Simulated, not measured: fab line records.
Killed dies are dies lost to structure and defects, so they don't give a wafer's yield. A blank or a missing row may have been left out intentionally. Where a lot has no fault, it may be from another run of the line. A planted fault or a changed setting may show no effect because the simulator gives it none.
Comparing a struck lot with a sound one	flow rit_cmos	15 steps out of a route of 202
Sound: wafers L549.3, L549.4, L549.6. Struck: wafer L556.2. (L556.4, L556.6 of the same lot were not struck and are left out.) The cause comes at the end.
Each step with rows lists, per side, the tool, then ch with its chambers, then its first start. Under that, the readings that differ: sound wafers	struck wafers	difference of the means	sigmas: that difference in standard deviations of wafers without a fault.
alike: same words and numbers on both sides, and readings whose means sit less than 2 such deviations apart. not compared: any withheld reading, any reading some wafer has no value for, any bound like >300 that may hide the same value, and any number with overlapping values for which the record gives no deviation.
Wherever a step has rows on one side only, a row that says differs or no value, or a row with sigmas, the two part there. Numbers that have no deviation but don't overlap get no sigmas and don't part them. Lack of a reading on every wafer of one side parts them only where that side has two or more wafers.

RIT_CONTACT_CVD_00: deposits SiO2 from TEOS, target thk 400 nm, time 61 s.
  sound on pecvd-03 ch 0,1,2, day 5 13:45; struck on pecvd-04 ch 1, day 7 00:49
  alike: heater_power_w
RIT_CONTACT_THK_MEAS_01:
  sound on film_metro-03 at day 5 13:50; struck on film_metro-01 at day 7 00:52
  alike: CONTACT_TEOS_THK
then, 6 steps without rows for these wafers: RIT_CONTACT_HMDS_02 (prime time 60 s); RIT_CONTACT_COAT_03 (resist thk 1000 nm); RIT_CONTACT_SOFTBAKE_04 (time 60 s); RIT_CONTACT_EXPOSE_05 (exposes mask M11, target cd 1000 nm); RIT_CONTACT_PEB_06; RIT_CONTACT_DEVELOP_07 (develop time 120 s).
RIT_CONTACT_CD_MEAS_08: the cd target is 1000 nm.
  sound on cd_sem-01 at day 5 15:07; struck on cd_sem-01 at day 7 02:02
  alike: cd_nm
RIT_CONTACT_OVL_MEAS_09:
  sound on overlay-01 at day 5 15:12; struck on overlay-01 at day 7 02:08
  alike: CONTACT_OVL
then, 1 step without rows for these wafers: RIT_CONTACT_HARDBAKE_10 (time 60 s).
RIT_CONTACT_ETCH_11: etches SiO2 in CHF3/CF4/Ar, stops on TiSi2, target depth 480 nm, time 320 s.
  sound on rie_diel-03 ch 0,2, day 5 15:23; struck on rie_diel-03 ch 1, day 7 02:32
  alike: drypump_motor_current_A, oes_product_au, throttle_valve_pct
  not compared: rf_hours_counter_h
RIT_CONTACT_STRIP_12: strips in O2, time 180 s.
  sound on plasma_asher-03 ch 0,1, day 5 15:38; struck on plasma_asher-03 ch 1, day 7 02:44
reading	sound	struck	difference	sigmas
rf_hours_counter_h (h)	- - -	39	no value on the sound wafers	
run_length_s (s)	208.4 208.6 208.4	202.0	-6.5	-16
  alike: drypump_motor_current_A
RIT_CONTACT_CD_MEAS_90: the cd target is 1000 nm.
  sound on cd_sem-01 at day 5 15:47; struck on cd_sem-01 at day 7 02:56
  alike: cd_nm
RIT_M1_PROBE_99:
  sound on prober-02 at day 5 20:22; struck on prober-02 at day 7 07:28
  alike: killed_at_contacts, killed_at_front_end, killed_dies, killed_open, killed_short

## WHERE THEY PART
At RIT_CONTACT_STRIP_12 and nowhere else, as far as this record goes. Later steps at which nothing parts them and some readings are alike: RIT_CONTACT_CD_MEAS_90, RIT_M1_PROBE_99.

WHY: whatever the simulator had introduced
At RIT_CONTACT_STRIP_12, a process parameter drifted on plasma_asher-03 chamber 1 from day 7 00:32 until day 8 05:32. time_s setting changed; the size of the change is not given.
